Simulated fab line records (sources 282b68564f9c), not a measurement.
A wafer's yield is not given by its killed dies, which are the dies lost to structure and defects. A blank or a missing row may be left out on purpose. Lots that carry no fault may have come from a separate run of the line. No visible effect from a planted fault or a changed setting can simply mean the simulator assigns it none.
Code-filled problem report in 8D (eight disciplines) form	flow rit-cmos	the parts of the form that need people (team, actions taken, sign-off) are left out

## 1. THE ISSUE
At RIT_PRETRO_IMPLANT_08, beam-energy-keV averages 44.395 over 6 wafers from 2 lots, while fault-free wafers read 45.001, standard deviation 0.014. Relative to the usual mean, that is a shift of -43 standard deviations.
First observed at day 4 00:41: wafer L253.2, on implanter-01. The record has a number at this step for 42 wafers belonging to 14 lots. By rule, "out" or "out of limits" means more than 4 standard deviations away from the usual mean. The other wafers with a number count as sound.

## 2. WHAT IT IS AND WHAT IT IS NOT
question	is	is not
which readings at this step	beam-energy-keV	-
which lots	L253, L257	L245, L246, L247, L248, L249, L250, L254, L255, L256, L262, L265, L266
which wafers of those lots	all that have a number	-
read on which tools	implanter-01	implanter-02, implanter-04
when	from day 4 00:41	up to then (18 sound wafers); but 18 sound wafers of L254, L255, L256, L262, L265, L266 came after

## 3. SUSPECTS, AND WHAT RULES EACH OUT
Counting: a tool at any process step up to the reading remains a suspect when it ran all the lots that are out and ran no sound lot after the first of those.
- implanter-01 at RIT_PRETRO_IMPLANT_08: kept. All lots that are out passed through it, beginning with L253 at day 4 00:41, and no sound lot followed; its final sound lot before that point was L250 at day 3 11:40. Its own readings are out on those wafers: beam-energy-keV.
Left after counting: implanter-01 at RIT_PRETRO_IMPLANT_08.

## 4. THE CAUSE (what the simulator had put in)
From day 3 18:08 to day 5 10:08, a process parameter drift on implanter-01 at RIT_PRETRO_IMPLANT_08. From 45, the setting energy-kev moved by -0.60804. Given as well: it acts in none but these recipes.
This tool alone remained once counting was done.

## 5. THE CHAIN OF EFFECTS, in route order
Rows list readings where the struck wafers' mean (over those with a number) sits beyond 3 standard deviations from the usual. Readings are gone through only where the record gives a usual standard deviation; hours: the median, over the lots, of the time from a lot's start at the first step in this table giving one to that lot's start at this step; sigmas: the change measured in usual standard deviations.
hours	step	reading	usual	on struck wafers	change	sigmas
0	RIT_PRETRO_IMPLANT_08	beam-energy-keV	45.001	44.395	-0.605	-43
The process steps in it:
- RIT_PRETRO_IMPLANT_08
Later steps that measure or inspect, where all struck wafers having a row at the step show a number for every such reading and not one has moved that far: RIT_CONTACT_THK_MEAS_01.

## 6. HOW IT WOULD HAVE BEEN CAUGHT EARLIER
7 hours passed between the start of the fault at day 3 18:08 and the first reading out of limits in this record, taken at day 4 00:41.
